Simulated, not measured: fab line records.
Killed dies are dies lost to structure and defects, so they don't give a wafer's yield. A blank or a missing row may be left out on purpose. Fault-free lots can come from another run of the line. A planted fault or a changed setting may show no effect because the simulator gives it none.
A lot that was struck, set against a sound lot -- flow berkeley cmos170 -- 43 steps out of a route of 331
Sound: wafers L866.2, L866.3, L866.4. Wafers L869.1, L869.5, L869.6 were the ones struck. Last of all comes the cause.
Per side, at each step with rows, come the tool, then ch with its chambers, and then its first start. Under that, the readings that differ: sound wafers -- struck wafers -- difference of the means -- sigmas: that difference in standard deviations of wafers without a fault.
alike: words and numbers the same on both sides, and readings whose means are apart by under 2 such deviations; not compared: readings that were withheld, readings missing a value for some wafer, numbers with overlapping values and no deviation given by the record, and bounds like >300 which may hide the same value.
A row with sigmas, a row that says differs or no value, or rows on one side alone: a step with any of these is where the two part. Numbers that have no deviation but don't overlap get no sigmas and don't part them. Lack of a reading on every wafer of one side parts them only where that side has two or more wafers.

first, 1 step without rows for these wafers: UCB170_PLDD_IMPLANT_09.
UCB170_PLDD_STRIP_10: strips in O2.
  sound on plasma asher-02 ch 0,1, day 7 11:22; struck on plasma asher-01 ch 0,1, day 7 19:23
  alike: drypump motor current A, oes product au, strip time to endpoint s
  not compared: rf hours counter h
UCB170_PLDD_TW_MEAS_11:
  struck on film metro-02, day 7 19:29; sound on film metro-02, day 7 11:29
  alike: PLDD_TW
then, 7 steps without rows for these wafers: UCB170_PLDD_CLEAN_12 (cleans in SPM, time 600 s); UCB170_NLDD_HMDS_00 (prime time 60 s); UCB170_NLDD_COAT_01 (resist thk 900 nm); UCB170_NLDD_SOFTBAKE_02 (time 60 s); UCB170_NLDD_EXPOSE_03 (exposes mask NSELECT, target cd 1200 nm); UCB170_NLDD_PEB_04; UCB170_NLDD_DEVELOP_05 (develop time 45 s).
UCB170_NLDD_CD_MEAS_06: the cd target is 1200 nm.
  struck on cd sem-02, day 7 21:02; sound on cd sem-02, day 7 13:49
  alike: cd nm
UCB170_NLDD_OVL_MEAS_07:
  struck on overlay-02, day 7 21:10; sound on overlay-02, day 7 13:56
  alike: NLDD_OVL
UCB170_NLDD_IMPLANT_08:
  sound on implanter-02 ch 0, day 7 13:59; struck on implanter-02 ch 0, day 7 21:12
reading,sound,struck,difference,sigmas
implant ion amu,75 75 75,49 49 49,-26,
model.implant.drp nm (nm),9.611 9.611 9.611,12.97 12.97 12.97,+3.36,
model.implant.rp nm (nm),21.45 21.45 21.45,24.07 24.07 24.07,+2.62,
  alike: dose ions cm2
following that, these wafers have no rows for 1 step: UCB170_NLDD_IMPLANT_09.
UCB170_NLDD_STRIP_10: strips in O2.
  sound on plasma asher-03 ch 0,1, day 7 14:16; struck on plasma asher-01 ch 0,1, day 7 21:30
reading,sound,struck,difference,sigmas
drypump motor current A (A),5.1 5.1 5.4,6.2 5.9 6.2,+0.9,+2
  alike: oes product au, strip time to endpoint s
  not compared: rf hours counter h
UCB170_NLDD_TW_MEAS_11:
  struck on film metro-04, day 7 21:36; sound on film metro-01, day 7 14:22
reading,sound,struck,difference,sigmas
NLDD_TW,2210 2218 2209,1939 1945 1955,-266,-13
then, 1 step without rows for these wafers: UCB170_NLDD_CLEAN_12 (cleans in SPM, time 600 s).
UCB170_SPACER_CVD_00: deposits SiO2 from TEOS/O2, target thk 376 nm, time 47 s.
  sound on pecvd-04 ch 0,1, day 7 14:38; struck on pecvd-03 ch 0,1, day 7 21:50
  alike: heater power w, rf fwd power W, susceptor temp C
UCB170_SPACER_THK_MEAS_01:
  struck on film metro-01, day 7 21:53; sound on film metro-01, day 7 14:41
  alike: SPACER_TEOS_THK
then, 1 step without rows for these wafers: UCB170_SPACER_ANNEAL_02 (time 1800 s).
UCB170_SPACER_ETCHBACK_03: etches SiO2 in CHF3/CF4/Ar, stops on Si, target depth 376 nm, time 100 s.
  sound on rie diel-01 ch 0,3, day 7 18:40; struck on rie diel-01 ch 0,1,3, day 8 00:31
  alike: drypump motor current A, oes product au, rf fwd power W, throttle valve pct
  not compared: rf hours counter h
then, 6 steps without rows for these wafers: UCB170_PSD_HMDS_00 (prime time 60 s); UCB170_PSD_COAT_01 (resist thk 900 nm); UCB170_PSD_SOFTBAKE_02 (time 60 s); UCB170_PSD_EXPOSE_03 (exposes mask PSELECT MOD, target cd 1200 nm); UCB170_PSD_PEB_04; UCB170_PSD_DEVELOP_05 (develop time 45 s).
UCB170_PSD_CD_MEAS_06: the cd target is 1200 nm.
  struck on cd sem-02, day 8 02:11; sound on cd sem-01, day 7 20:20
  alike: cd nm
UCB170_PSD_OVL_MEAS_07:
  struck on overlay-01, day 8 02:19; sound on overlay-02, day 7 20:26
reading,sound,struck,difference,sigmas
PSD_OVL (nm),-7 -9 -6,5 6 8,+14,+3
following that, these wafers have no rows for 1 step: UCB170_PSD_IMPLANT_08.
UCB170_PSD_STRIP_09: strips in O2.
  sound on plasma asher-02 ch 0,1, day 7 20:37; struck on plasma asher-02 ch 0,1, day 8 02:30
  alike: drypump motor current A, oes product au, strip time to endpoint s
  not compared: rf hours counter h
UCB170_PSD_TW_MEAS_10:
  struck on film metro-04, day 8 02:36; sound on film metro-01, day 7 20:44
  alike: PSD_TW
then, 7 steps without rows for these wafers: UCB170_PSD_CLEAN_11 (cleans in SPM, time 600 s); UCB170_NSD_HMDS_00 (prime time 60 s); UCB170_NSD_COAT_01 (resist thk 900 nm); UCB170_NSD_SOFTBAKE_02 (time 60 s); UCB170_NSD_EXPOSE_03 (exposes mask NSELECT MOD, target cd 1200 nm); UCB170_NSD_PEB_04; UCB170_NSD_DEVELOP_05 (develop time 45 s).
UCB170_NSD_CD_MEAS_06: the cd target is 1200 nm.
  struck on cd sem-02, day 8 04:09; sound on cd sem-02, day 7 22:08
  alike: cd nm
UCB170_NSD_OVL_MEAS_07:
  struck on overlay-01, day 8 04:16; sound on overlay-01, day 7 22:14
  alike: NSD_OVL
following that, these wafers have no rows for 1 step: UCB170_NSD_IMPLANT_08.
UCB170_SDANNEAL_RS_MEAS_05: uses a four-point probe to measure.
  struck on film metro-01, day 8 06:35; sound on film metro-02, day 7 23:59
reading,sound,struck,difference,sigmas
NLDD_RS (ohm/sq),617.2 617.4 618.2,- - -,no value on the struck wafers,

WHERE THEY PART
Earliest at UCB170_NLDD_STRIP_10; latest, in this record, at UCB170_SDANNEAL_RS_MEAS_05.

WHY: whatever the simulator had introduced
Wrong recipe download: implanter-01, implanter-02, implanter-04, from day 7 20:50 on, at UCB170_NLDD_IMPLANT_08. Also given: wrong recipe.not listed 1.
